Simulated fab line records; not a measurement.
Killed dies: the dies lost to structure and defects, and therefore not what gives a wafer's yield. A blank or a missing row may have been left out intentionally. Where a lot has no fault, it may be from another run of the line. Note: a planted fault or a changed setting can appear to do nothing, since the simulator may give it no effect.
Comparing a struck lot with a sound one	flow rit-cmos	18 out of 202 route steps
Sound: these wafers, L773.2, L773.4, L773.5. The struck wafers were L781.1, L781.2, L781.6. The cause is named last.
Order at every step that has rows: each side's tool, ch and its chambers, its first start. Under that, the readings that differ: sound wafers	struck wafers	difference of the means	sigmas: that difference in standard deviations of wafers without a fault.
alike: a reading whose means differ by less than 2 such deviations, as well as words and numbers matching on both sides. not compared: withheld readings; readings where some wafer has no value; bounds like >300 that might hide an equal value; numbers whose values overlap and for which the record gives no deviation.
The two part at a step that has a row with sigmas, a row that says differs or no value, or rows on one side only. Numbers that don't overlap but have no deviation are shown without sigmas and don't part them. Lack of a reading on every wafer of one side parts them only where that side has two or more wafers.

first, 1 step without rows for these wafers: RIT_GATE_HARDBAKE_18 (time 60 s).
RIT_GATE_ETCH_19: etches poly-Si in SF6/CHF3/O2, stops on SiO2, time 165 s, target depth 312.5 nm.
  sound on rie-si-01 ch 0,2,3, day 3 14:31; struck on rie-si-01 ch 0,1,3, day 4 15:29
  alike: drypump-motor-current-A, oes-product-au, throttle-valve-pct
  not compared: rf-hours-counter-h
RIT_GATE_STRIP_20: strips in O2, time 180 s.
  sound on plasma-asher-04 ch 0,1, day 3 14:38; struck on plasma-asher-03 ch 0,1, day 4 15:36
  alike: drypump-motor-current-A
  not compared: rf-hours-counter-h
RIT_GATE_CD_MEAS_90: target cd 150 nm.
  struck on cd-sem-01, day 4 15:46; sound on cd-sem-02, day 3 14:50
  alike: cd-nm
then, 4 steps without rows for these wafers: RIT_REOX_CLEAN_00 (cleans in SC1, time 600 s); RIT_REOX_CLEAN_01 (cleans in dHF, time 30 s); RIT_REOX_CLEAN_02 (cleans in SC2, time 600 s); RIT_REOX_OXIDATION_03 (target thk 25.2 nm, ox time 5580 s).
RIT_REOX_THK_MEAS_04:
  struck on film-metro-01, day 4 19:34; sound on film-metro-01, day 3 19:06
reading	sound	struck	difference	sigmas
REOX_OXIDE_THK (nm)	24.6 24.6 24.8	26.0 25.9 26.2	+1.4	+3
then, 3 steps without rows for these wafers: RIT_NLDD_HMDS_00 (prime time 60 s); RIT_NLDD_COAT_01 (resist thk 1000 nm); RIT_NLDD_SOFTBAKE_02 (time 60 s).
RIT_NLDD_EXPOSE_03: exposes mask M7, target cd 40700 nm.
  sound on iline-stepper-01 ch 0, day 3 20:01; struck on iline-stepper-01 ch 0, day 4 20:15
reading	sound	struck	difference	sigmas
model.NLDD.overlay-x-nm (nm)	-0.7352 -0.7352 -0.7352	-299 -299 -299	-298	
  alike: mask
then, 2 steps without rows for these wafers: RIT_NLDD_PEB_04; RIT_NLDD_DEVELOP_05 (develop time 50 s).
RIT_NLDD_OVL_MEAS_06:
  struck on overlay-01, day 4 20:39; sound on overlay-01, day 3 20:29
reading	sound	struck	difference	sigmas
NLDD_OVL (nm)	-0.4 0.3 -0.4	-301.1 -299.5 -299.8	-300.0	-99 or more
then, 1 step without rows for these wafers: RIT_NLDD_HARDBAKE_07 (time 60 s).
RIT_M1_PROBE_99:
  struck on prober-02, day 5 12:35; sound on prober-02, day 4 12:19
reading	sound	struck	difference	sigmas
model.etest.nldd.width-nm (nm)	3181 3171 3183	2943 2938 2939	-238	
  alike: killed-at-front-end, killed-dies, killed-open, killed-short

== WHERE THEY PART ==
Earliest at RIT_REOX_THK_MEAS_04; latest, in this record, at RIT_NLDD_OVL_MEAS_06. Later steps at which nothing parts them and some readings are alike: RIT_M1_PROBE_99.

WHY: what had been put in by the simulator
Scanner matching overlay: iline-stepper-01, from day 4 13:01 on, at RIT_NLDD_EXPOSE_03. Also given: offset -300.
